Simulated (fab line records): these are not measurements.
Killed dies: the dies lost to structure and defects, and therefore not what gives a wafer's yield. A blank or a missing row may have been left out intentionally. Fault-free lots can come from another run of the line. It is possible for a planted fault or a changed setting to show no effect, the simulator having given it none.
Split-lot experiment :: flow berkeley cmos170 :: 23 wafers read from 5 lots, route of 331 steps

SPLIT DETAILS
At UCB170_WELLDRIVE_OXIDATION_01 (target thk 199 nm, ox time 9000 s), the setting temp c was moved away from the recipe's 1100 C on 10 of the 23 wafers read, by -2.9% to +2.0%. All remaining wafers had this setting at the recipe value.

There is no step in the file separating the split from the reading.

THE READING
WELLDRIVE_OXIDE_THK at UCB170_WELLDRIVE_THK_MEAS_02, in nm. Typical for fault-free wafers on this fab line: 199 nm, with standard deviation 3.6 nm.

wafer: L074.1
tool, chamber at the split: -, -
temp c as run, C: 1100
against the recipe: recipe
WELLDRIVE_OXIDE_THK, nm: 195
against lot-mates on the recipe: -

wafer: L074.2
tool, chamber at the split: -, -
temp c as run, C: 1100
against the recipe: recipe
WELLDRIVE_OXIDE_THK, nm: 197
against lot-mates on the recipe: -

wafer: L074.3
tool, chamber at the split: -, -
temp c as run, C: 1100
against the recipe: recipe
WELLDRIVE_OXIDE_THK, nm: 195
against lot-mates on the recipe: -

wafer: L074.5
tool, chamber at the split: -, -
temp c as run, C: 1100
against the recipe: recipe
WELLDRIVE_OXIDE_THK, nm: 196
against lot-mates on the recipe: -

wafer: L074.6
tool, chamber at the split: -, -
temp c as run, C: 1100
against the recipe: recipe
WELLDRIVE_OXIDE_THK, nm: 193
against lot-mates on the recipe: -

wafer: L078.3
tool, chamber at the split: furnace-04, 0
temp c as run, C: 1100
against the recipe: recipe
WELLDRIVE_OXIDE_THK, nm: 200
against lot-mates on the recipe: -

wafer: L078.4
tool, chamber at the split: furnace-04, 0
temp c as run, C: 1100
against the recipe: recipe
WELLDRIVE_OXIDE_THK, nm: 201
against lot-mates on the recipe: -

wafer: L078.5
tool, chamber at the split: furnace-04, 0
temp c as run, C: 1100
against the recipe: recipe
WELLDRIVE_OXIDE_THK, nm: 204
against lot-mates on the recipe: -

wafer: L081.1
tool, chamber at the split: -, -
temp c as run, C: 1100
against the recipe: recipe
WELLDRIVE_OXIDE_THK, nm: 200
against lot-mates on the recipe: -

wafer: L081.2
tool, chamber at the split: -, -
temp c as run, C: 1100
against the recipe: recipe
WELLDRIVE_OXIDE_THK, nm: 202
against lot-mates on the recipe: -

wafer: L081.3
tool, chamber at the split: -, -
temp c as run, C: 1100
against the recipe: recipe
WELLDRIVE_OXIDE_THK, nm: 202
against lot-mates on the recipe: -

wafer: L081.4
tool, chamber at the split: -, -
temp c as run, C: 1100
against the recipe: recipe
WELLDRIVE_OXIDE_THK, nm: 203
against lot-mates on the recipe: -

wafer: L081.6
tool, chamber at the split: -, -
temp c as run, C: 1100
against the recipe: recipe
WELLDRIVE_OXIDE_THK, nm: 202
against lot-mates on the recipe: -

wafer: L084.1
tool, chamber at the split: -, -
temp c as run, C: 1068
against the recipe: -2.9%
WELLDRIVE_OXIDE_THK, nm: 159
against lot-mates on the recipe: no lot-mate on the recipe

wafer: L084.3
tool, chamber at the split: -, -
temp c as run, C: 1068
against the recipe: -2.9%
WELLDRIVE_OXIDE_THK, nm: 158
against lot-mates on the recipe: no lot-mate on the recipe

wafer: L084.4
tool, chamber at the split: -, -
temp c as run, C: 1068
against the recipe: -2.9%
WELLDRIVE_OXIDE_THK, nm: 158
against lot-mates on the recipe: no lot-mate on the recipe

wafer: L084.5
tool, chamber at the split: -, -
temp c as run, C: 1068
against the recipe: -2.9%
WELLDRIVE_OXIDE_THK, nm: 163
against lot-mates on the recipe: no lot-mate on the recipe

wafer: L084.6
tool, chamber at the split: -, -
temp c as run, C: 1068
against the recipe: -2.9%
WELLDRIVE_OXIDE_THK, nm: 160
against lot-mates on the recipe: no lot-mate on the recipe

wafer: L085.1
tool, chamber at the split: -, -
temp c as run, C: 1122
against the recipe: +2.0%
WELLDRIVE_OXIDE_THK, nm: 221
against lot-mates on the recipe: no lot-mate on the recipe

wafer: L085.2
tool, chamber at the split: -, -
temp c as run, C: 1122
against the recipe: +2.0%
WELLDRIVE_OXIDE_THK, nm: 223
against lot-mates on the recipe: no lot-mate on the recipe

wafer: L085.3
tool, chamber at the split: -, -
temp c as run, C: 1122
against the recipe: +2.0%
WELLDRIVE_OXIDE_THK, nm: 224
against lot-mates on the recipe: no lot-mate on the recipe

wafer: L085.5
tool, chamber at the split: -, -
temp c as run, C: 1122
against the recipe: +2.0%
WELLDRIVE_OXIDE_THK, nm: 222
against lot-mates on the recipe: no lot-mate on the recipe

wafer: L085.6
tool, chamber at the split: -, -
temp c as run, C: 1122
against the recipe: +2.0%
WELLDRIVE_OXIDE_THK, nm: 220
against lot-mates on the recipe: no lot-mate on the recipe

FIT RESULTS
A straight line over all 23 wafers: WELLDRIVE_OXIDE_THK changes by +12.8 nm for each +1% of temp c; r = +0.99; the points scatter about the line by 3.2 nm.
Too few moved wafers with a lot-mate on the recipe to fit a line net of each lot's own level.

THE WHOLE CHAIN: every reading that the file lists as answering this split, in the file's order
step: UCB170_WELLDRIVE_OXIDATION_01
what it does: target thk 199 nm, ox time 9000 s
reading: SiO2_of_WELLDRIVE_OXIDATION_01.thk nm (the simulator's own value, which no gauge read)
change (the file's fit): +12.8 nm for each +1% of the setting
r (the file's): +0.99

step: UCB170_WELLDRIVE_THK_MEAS_02
what it does: 
reading: WELLDRIVE_OXIDE_THK
change (the file's fit): +12.8 for each +1% of the setting
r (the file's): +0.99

FILE'S OWN FIT
WELLDRIVE_OXIDE_THK changes by +12.8 nm for each +1% of temp c, r = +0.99.
